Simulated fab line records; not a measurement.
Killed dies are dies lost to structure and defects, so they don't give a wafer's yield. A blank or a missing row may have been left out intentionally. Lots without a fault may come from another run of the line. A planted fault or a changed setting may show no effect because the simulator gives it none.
Which of the tools did it? -- flow berkeley cmos170 -- at 1 step of a route of 331, 7 lots with 21 wafers sampled

WHAT EACH GAUGE READ, for each wafer
UCB170_NSD_CD_MEAS_06: target cd 1200 nm.
lot,measured,on,cd nm (nm)
L893,day 7 04:38,cd sem-02,1200.5 1200.5 1199.9
L895,day 7 21:10,cd sem-02,1200.2 1201.4 1201.4
L902,day 8 08:00,cd sem-02,1200.1 1200.6 1200.4
L903,day 8 22:06,cd sem-02,1199.5 1199.8 1200.8
L905,day 9 17:49,cd sem-01,1200.4 1199.8 1200.9
L910,day 10 10:56,cd sem-01,1198.1 1198.8 1198.4
L915,day 11 10:36,cd sem-01,1201.4 1201.2 1198.9

EACH LOT AND THE TOOL THAT RAN IT (in order: tool; ch and the chambers of the sampled wafers; start)
There is no process step in the record ahead of these readings.

THE ANSWER, worked out from the rows above alone
Rule: the usual values come from the lots themselves. Put in order of their means at a reading, lots are off if they are a third of the lots or fewer, leave a main group of 4 or more, and stand apart from it by a gap of 3 or more times the standard deviation of the main group's means; of several such gaps the widest counts. Not used: any main group whose means are identical at the precision the tables above print for the reading. Also off: a lot with no number at a reading for which 4 or more lots have one. Where the step has rows for the other lots, those lots are counted as sound.
Off: L910 (UCB170_NSD_CD_MEAS_06, cd nm). The main group: mean 1200.4 nm, standard deviation 0.29.
A tool fits if, at a process step before that reading, it ran every lot that is off, and no sound lot after the first of them. Those tools and the gauges at UCB170_NSD_CD_MEAS_06 are tried in the same way. Of those tried, none fits.

WHAT HAD BEEN PUT IN BY THE SIMULATOR
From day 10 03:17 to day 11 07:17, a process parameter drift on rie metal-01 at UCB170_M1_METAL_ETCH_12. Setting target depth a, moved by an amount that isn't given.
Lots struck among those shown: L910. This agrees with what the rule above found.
